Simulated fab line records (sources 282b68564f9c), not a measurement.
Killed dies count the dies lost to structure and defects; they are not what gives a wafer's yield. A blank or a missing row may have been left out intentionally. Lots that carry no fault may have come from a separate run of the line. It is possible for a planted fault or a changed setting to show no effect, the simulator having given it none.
Which tool did it? ; flow rit cmos ; Sampling: 12 lots, 36 wafers, 6 of 202 route steps

WHAT EACH GAUGE READ, for each wafer
RIT_FOX2_THK_MEAS_91. Usual: FIELD_OXIDE_LEFT_2_THK typically reads 256 nm, with standard deviation 7.9.
lot;measured;on;FIELD_OXIDE_LEFT_2_THK (nm);flag
L401;day 2 14:19;film metro-02;254 264 259;
L402;day 2 19:11;film metro-02;259 252 252;
L404;day 3 05:44;film metro-01;255 255 260;
L405;day 3 12:51;film metro-02;258 264 255;
L407;day 3 22:46;film metro-02;261 262 270;
L409;day 4 08:59;film metro-01;248 256 250;
L413;day 5 05:28;film metro-02;254 250 252;
L415;day 5 14:02;film metro-01;250 250 252;
L417;day 5 22:51;film metro-01;269 267 264;
L418;day 6 05:22;film metro-02;269 276 272;
L420;day 6 18:49;film metro-02;254 252 251;
L423;day 7 06:43;film metro-03;246 244 243;

RIT_PLDD_TW_MEAS_10. Usual: PLDD_TW typically reads 2355, with standard deviation 16.
lot;measured;on;PLDD_TW;flag
L401;day 3 02:27;film metro-01;2350 2363 2347;
L402;day 3 10:20;film metro-04;2382 2369 2380;
L404;day 3 19:38;film metro-04;2381 2371 2382;
L405;day 4 01:18;film metro-04;2355 2345 2367;
L407;day 4 12:29;film metro-01;2349 2358 2338;
L409;day 4 22:58;film metro-01;2342 2349 2350;
L413;day 5 17:27;film metro-03;2337 2330 2341;
L415;day 6 06:53;film metro-04;2378 2383 2373;
L417;day 6 12:23;film metro-01;2347 2342 2351;
L418;day 6 18:53;film metro-04;2384 2365 2362;
L420;day 7 05:40;film metro-03;2339 2341 2341;
L423;day 8 06:04;film metro-01;2338 2324 2359;

RIT_M1_RS_MEAS_01: measurement is done with a four-point probe. Usual: M1_AL_RS typically reads 0.0729 ohm/sq, with standard deviation 0.00084.
lot;measured;on;M1_AL_RS (ohm/sq);flag
L401;day 3 13:17;film metro-01;0.0723 0.0735 0.0717;
L402;day 3 19:57;film metro-01;0.0726 0.0734 0.0734;
L404;day 4 05:17;film metro-03;0.0719 0.0718 0.0718;
L405;day 4 10:58;film metro-04;0.0725 0.0729 0.0724;
L407;day 4 23:19;film metro-01;0.0743 0.0748 0.0741;
L409;day 5 09:07;film metro-03;0.0738 0.0748 0.0746;
L413;day 6 06:02;film metro-04;0.0723 0.0730 0.0724;
L415;day 6 16:22;film metro-03;0.0728 0.0404 0.0741;OFF
L417;day 6 21:55;film metro-04;0.0738 0.0732 0.0403;OFF
L418;day 7 04:37;film metro-01;0.0736 0.0736 0.0731;
L420;day 7 15:18;film metro-01;0.0721 0.0726 0.0721;
L423;day 8 15:25;film metro-03;0.0739 0.0728 0.0735;

RIT_M1_THK_MEAS_02: measures by xrf. Usual: M1_AL_THK typically reads 399 nm, with standard deviation 5.9.
lot;measured;on;M1_AL_THK (nm);flag
L401;day 3 13:24;film metro-01;398 390 402;
L402;day 3 20:02;film metro-01;397 394 391;
L404;day 4 05:24;film metro-03;406 406 408;
L405;day 4 11:03;film metro-04;404 402 405;
L407;day 4 23:26;film metro-01;389 384 387;
L409;day 5 09:13;film metro-03;394 391 392;
L413;day 6 06:09;film metro-04;405 404 409;
L415;day 6 16:29;film metro-03;399 716 394;OFF
L417;day 6 22:02;film metro-04;399 403 722;OFF
L418;day 7 04:44;film metro-01;394 394 396;
L420;day 7 15:24;film metro-01;402 397 401;
L423;day 8 15:32;film metro-03;395 399 397;

EACH LOT AND THE TOOL THAT RAN IT (in order: tool; ch and the chambers of the sampled wafers; start)
lot;RIT_CONTACT_ETCH_11;RIT_M1_SPUTTER_00
L401;rie diel-02 ch 1,2,3, day 3 12:08;pvd sputter-04, day 3 12:59
L402;rie diel-01 ch 0,3, day 3 18:46;pvd sputter-02, day 3 19:36
L404;rie diel-03 ch 0,3, day 4 04:08;pvd sputter-03, day 4 04:59
L405;rie diel-01 ch 0,2,3, day 4 09:45;pvd sputter-02, day 4 10:36
L407;rie diel-03 ch 1,2,3, day 4 22:10;pvd sputter-02, day 4 23:01
L409;rie diel-01 ch 1,3, day 5 07:56;pvd sputter-02, day 5 08:47
L413;rie diel-03 ch 1,2, day 6 04:52;pvd sputter-02, day 6 05:44
L415;rie diel-02 ch 0,2,3, day 6 15:14;pvd sputter-02, day 6 16:04
L417;rie diel-01 ch 0,1,3, day 6 20:47;pvd sputter-02, day 6 21:38
L418;rie diel-02 ch 0,1,2, day 7 03:29;pvd sputter-04, day 7 04:19
L420;rie diel-01 ch 0,1,2, day 7 14:06;pvd sputter-03, day 7 14:58
L423;rie diel-03 ch 0,1,3, day 8 14:17;pvd sputter-04, day 8 15:07
- RIT_CONTACT_ETCH_11: etches SiO2 in CHF3/CF4/Ar, stops on TiSi2, target depth 480 nm, time 320 s.
- RIT_M1_SPUTTER_00: material Al, target thk 400 nm, time 500 s.

WHAT THE TOOLS THEMSELVES READ (means of the sampled wafers that have a number; where no wafer has one, the mark that the record gives instead)
RIT_CONTACT_ETCH_11. Usual: drypump motor current A 5.9 A, standard deviation 0.63; oes product au 0.992 a.u., standard deviation 0.015; throttle valve pct 8.76 %, standard deviation 0.097.
lot;tool;drypump motor current A (A);oes product au (a.u.);throttle valve pct (%);flag
L401;rie diel-02;6.1;1.000;8.71;
L402;rie diel-01;6.2;0.977;8.68;
L404;rie diel-03;5.9;0.985;8.74;
L405;rie diel-01;5.7;0.976;8.73;
L407;rie diel-03;5.9;0.992;8.75;
L409;rie diel-01;6.1;0.991;8.79;
L413;rie diel-03;5.9;1.004;8.84;
L415;rie diel-02;5.9;0.995;8.71;
L417;rie diel-01;6.1;0.995;8.75;
L418;rie diel-02;6.5;1.000;8.76;
L420;rie diel-01;5.5;0.988;8.69;
L423;rie diel-03;5.9;0.992;8.81;

RIT_M1_SPUTTER_00. Usual: chamber pressure pa 0.4000 Pa, standard deviation 0.00094; throttle valve pct 30.5 %, standard deviation 0.96.
lot;tool;chamber pressure pa (Pa);throttle valve pct (%);flag
L401;pvd sputter-04;0.3994;30.3;
L402;pvd sputter-02;0.4005;30.7;
L404;pvd sputter-03;0.3999;29.5;
L405;pvd sputter-02;0.4004;31.2;
L407;pvd sputter-02;0.3997;30.6;
L409;pvd sputter-02;0.4003;30.6;
L413;pvd sputter-02;0.3998;31.1;
L415;pvd sputter-02;0.3997;30.3;
L417;pvd sputter-02;0.4000;30.5;
L418;pvd sputter-04;0.4002;30.4;
L420;pvd sputter-03;0.3998;29.8;
L423;pvd sputter-04;0.3996;30.0;

THE ANSWER, worked out from the rows above alone
Rule: a lot counts as off when the mean over its wafers that have a number is more than 3 standard deviations away from the usual mean. Also off: a lot with no number at a reading for which 4 or more lots have one. The other lots that the step has rows for count as sound. First the gauges in route order, then the tools' own readings, where a lot's mean is used as printed above. At the first step where some lot is off, the reading lying furthest off is the one used; lots without a number count as furthest.
Off: at RIT_M1_RS_MEAS_01 (M1_AL_RS), L415, L417.
A tool fits if, at a process step before that reading, it ran every lot that is off, and no sound lot after the first of them. Gauges at RIT_M1_RS_MEAS_01: tried the same way as those tools. One candidate fits, namely pvd sputter-02 at RIT_M1_SPUTTER_00. A fault onset in the window from L413 (day 6 05:44, its last sound lot) to L415 (day 6 16:04, its first lot off) fits.

WHAT THE SIMULATOR PUT IN
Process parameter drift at RIT_M1_SPUTTER_00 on pvd sputter-02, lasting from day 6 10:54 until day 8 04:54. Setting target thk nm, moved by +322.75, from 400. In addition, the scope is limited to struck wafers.
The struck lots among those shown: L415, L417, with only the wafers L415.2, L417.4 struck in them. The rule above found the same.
